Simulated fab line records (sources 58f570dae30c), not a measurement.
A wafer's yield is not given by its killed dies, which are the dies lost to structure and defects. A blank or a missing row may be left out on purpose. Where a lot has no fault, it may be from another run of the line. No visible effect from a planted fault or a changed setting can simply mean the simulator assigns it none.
The same fault as seen by 2 desks -- flow berkeleyCmos170 -- each desk holds nothing but its own numbers, with what lay behind them at the end

== DESK OF THE TOOL OWNER: rtpAnneal-02 ==
At UCB170_CONTACT_RTA_08 (time 10 s), the tool's own readings, given per lot that ran on this tool as the mean of the sampled wafers with a number. The brackets show how far a lot's mean lies from the usual mean; more than 4 standard deviations puts the lot out of limits, marked OUT.
Columns: A = lampPowerPct at UCB170_CONTACT_RTA_08, usual 27.0 %; B = wafer_temp_C_max at UCB170_CONTACT_RTA_08, usual 903.9
lot,first seen here,A,B
L331,day 9 03:52,28.6,903.9
L342,day 11 13:31,30.5,904.1
L344,day 11 20:49,30.5,904.0
This desk's verdict: no lot among the 3 shows anything out of limits.

== THE METROLOGY DESK ==
What the gauges read for every lot (on any tool): the sampled wafers with a number, averaged. The brackets show how far a lot's mean lies from the usual mean; more than 4 standard deviations puts the lot out of limits, marked OUT. Only the readings that lie furthest out on some lot appear, 7 of the 11 it has.
Columns: A = SILICIDE_TI_RS at UCB170_SILICIDE_RS_MEAS_02, usual 25.72 ohm/sq; B = SILICIDE_TI_THK at UCB170_SILICIDE_THK_MEAS_03, usual 29.92 nm; C = CONTACT_PSG_THK at UCB170_CONTACT_THK_MEAS_02, usual 703 nm; D = cdNm at UCB170_CONTACT_CD_MEAS_15, usual 699.4 nm; E = M1_AL_RS at UCB170_M1_RS_MEAS_01, usual 0.0483 ohm/sq; F = M1_AL_THK at UCB170_M1_THK_MEAS_02, usual 602 nm; G = cdNm at UCB170_M1_CD_MEAS_09, usual 700.4 nm
lot,first seen here,A,B,C,D,E,F,G
L330,day 8 23:11,26.27,29.58,711,699.6,0.0483,602,700.5
L331,day 8 23:34,26.19,29.54,707,699.1,0.0481,607,700.4
L342,day 11 10:29,25.51,30.12,705,699.3,0.0481,608,699.8
L344,day 11 16:50,25.82,29.80,713,700.9,0.0476,612,702.9
L350,day 12 14:52,25.67,30.12,712,699.7,0.0481,604,700.3
L351,day 13 05:04,25.40,30.27,703,700.9,0.0481,603,702.0
This desk's verdict: no lot among the 6 shows anything out of limits.

== PUT TOGETHER ==
The tool owner's desk saw nothing out of limits.
The metrology desk saw nothing out of limits.

== WHAT THE SIMULATOR HAD INSERTED ==
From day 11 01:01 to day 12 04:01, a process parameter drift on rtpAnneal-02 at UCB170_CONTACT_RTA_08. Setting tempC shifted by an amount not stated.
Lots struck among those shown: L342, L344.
